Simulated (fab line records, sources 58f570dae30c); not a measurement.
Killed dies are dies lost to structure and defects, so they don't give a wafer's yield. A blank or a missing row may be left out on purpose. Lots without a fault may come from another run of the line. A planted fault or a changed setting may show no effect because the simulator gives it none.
Split-lot experiment | flow berkeley_cmos170 | 5 lots, 23 wafers read, on a route of 331 steps

THE SPLIT
At UCB170_NWELL_COAT_07 (resist thk 900 nm), the setting resist_thk_nm was moved away from the recipe's 900 nm on 4 of the 23 wafers read, by -3.5% to +3.9%. The other wafers ran this setting at the recipe's value.

FROM THE SPLIT TO THE READING: what the file shows between them, 3 steps
- UCB170_NWELL_SOFTBAKE_08: time 60 s
- UCB170_NWELL_EXPOSE_09: exposes mask NWELL, target cd 3000 nm
- UCB170_NWELL_DEVELOP_11: develop time 45 s

THE READING
KrF_of_NWELL_COAT_07.thk_nm (the simulator's own value, which no gauge read), in nm, at UCB170_NWELL_ETCH_13 (etches Si3N4 in CH3F/Ar/O2, stops on SiO2, target depth 246.4 nm, time 154 s). The file gives no usual value for it. The 19 wafers here that ran the recipe average 718.4 nm, standard deviation 3.7 nm.

wafer  | tool, chamber at the split | resist_thk_nm as run, nm | against the recipe | KrF_of_NWELL_COAT_07.thk_nm, nm | against lot-mates on the recipe
L074.1 | litho_track-01, 0          | 900                      | recipe             | 724.4                           | -
L074.2 | litho_track-01, 0          | 935                      | +3.9%              | 756.6                           | +32.4
L074.3 | litho_track-01, 0          | 900                      | recipe             | 723.9                           | -
L074.4 | litho_track-01, 0          | 935                      | +3.9%              | 757.9                           | +33.7
L074.6 | litho_track-01, 0          | 900                      | recipe             | 724.3                           | -
L076.2 | litho_track-01, 0          | 900                      | recipe             | 722.2                           | -
L076.3 | litho_track-01, 0          | 900                      | recipe             | 718.2                           | -
L076.4 | litho_track-01, 0          | 900                      | recipe             | 715.4                           | -
L076.5 | litho_track-01, 0          | 900                      | recipe             | 718.4                           | -
L076.6 | litho_track-01, 0          | 900                      | recipe             | 723                             | -
L077.1 | litho_track-02, 0          | 900                      | recipe             | 719.3                           | -
L077.2 | litho_track-02, 0          | 900                      | recipe             | 712.9                           | -
L077.3 | litho_track-02, 0          | 900                      | recipe             | 714.4                           | -
L077.5 | litho_track-02, 0          | 900                      | recipe             | 715.6                           | -
L077.6 | litho_track-02, 0          | 900                      | recipe             | 712.4                           | -
L079.1 | litho_track-01, 0          | 900                      | recipe             | 715.6                           | -
L079.3 | litho_track-01, 0          | 900                      | recipe             | 716.7                           | -
L079.6 | litho_track-01, 0          | 900                      | recipe             | 721.6                           | -
L080.1 | litho_track-02, 0          | 868.4                    | -3.5%              | 686                             | -30.9
L080.2 | litho_track-02, 0          | 900                      | recipe             | 717.5                           | -
L080.3 | litho_track-02, 0          | 900                      | recipe             | 715.8                           | -
L080.4 | litho_track-02, 0          | 868.4                    | -3.5%              | 688                             | -28.9
L080.5 | litho_track-02, 0          | 900                      | recipe             | 717.4                           | -

THE FIT
A straight line over all 23 wafers: KrF_of_NWELL_COAT_07.thk_nm changes by +9.52 nm for each +1% of resist_thk_nm; r = +0.97; the points scatter about the line by 3.7 nm.
The same after taking each lot's own level away (the mean of its wafers on the recipe; 23 wafers): +8.51 nm for each +1%; r = +0.99; scatter 2.1 nm.
On that fit, the largest move of resist_thk_nm shifts the reading by 33 nm.
The lots' own levels span 714.92 to 724.20 nm, that is 2.5 times the standard deviation above.
So the lot-to-lot level changes the slope: the two fits differ.
Check: with one of the wafers moved furthest among these (+3.9%) left out of the fit, the line predicts +33.4 nm for it against its lot-mates. It came out at +32.4 nm against them.

OTHER SPLITS ON THESE WAFERS
These wafers also went through other splits before the reading. Each is held against what the fit with the lots' levels taken away leaves over:
other split on the same wafers    | wafers away from the commonest value | r with KrF_of_NWELL_COAT_07.thk_nm (lot level and that fit taken away)
UCB170_ZERO_COAT_01 spin_rpm      | 6                                    | +0.10
UCB170_ZERO_DEVELOP_05 dev_temp_c | 6                                    | +0.57

THE WHOLE CHAIN: every reading that the file lists as answering this split, in the file's order
step                  | what it does                                                                 | reading                                                                      | change (the file's fit)              | r (the file's)
UCB170_NWELL_COAT_07  | resist thk 900 nm                                                            | KrF_of_NWELL_COAT_07.thk_nm (the simulator's own value, which no gauge read) | +9.2 nm for each +1% of the setting  | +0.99
UCB170_NWELL_ETCH_13  | etches Si3N4 in CH3F/Ar/O2, stops on SiO2, target depth 246.4 nm, time 154 s | KrF_of_NWELL_COAT_07.thk_nm (the simulator's own value, which no gauge read) | +8.51 nm for each +1% of the setting | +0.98
UCB170_NWELL_STRIP_15 | strips in O2                                                                 | strip_time_to_endpoint_s                                                     | withheld for each +1% of the setting | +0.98

THE FILE'S OWN FIT
KrF_of_NWELL_COAT_07.thk_nm changes by +8.51 nm for each +1% of resist_thk_nm, r = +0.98.
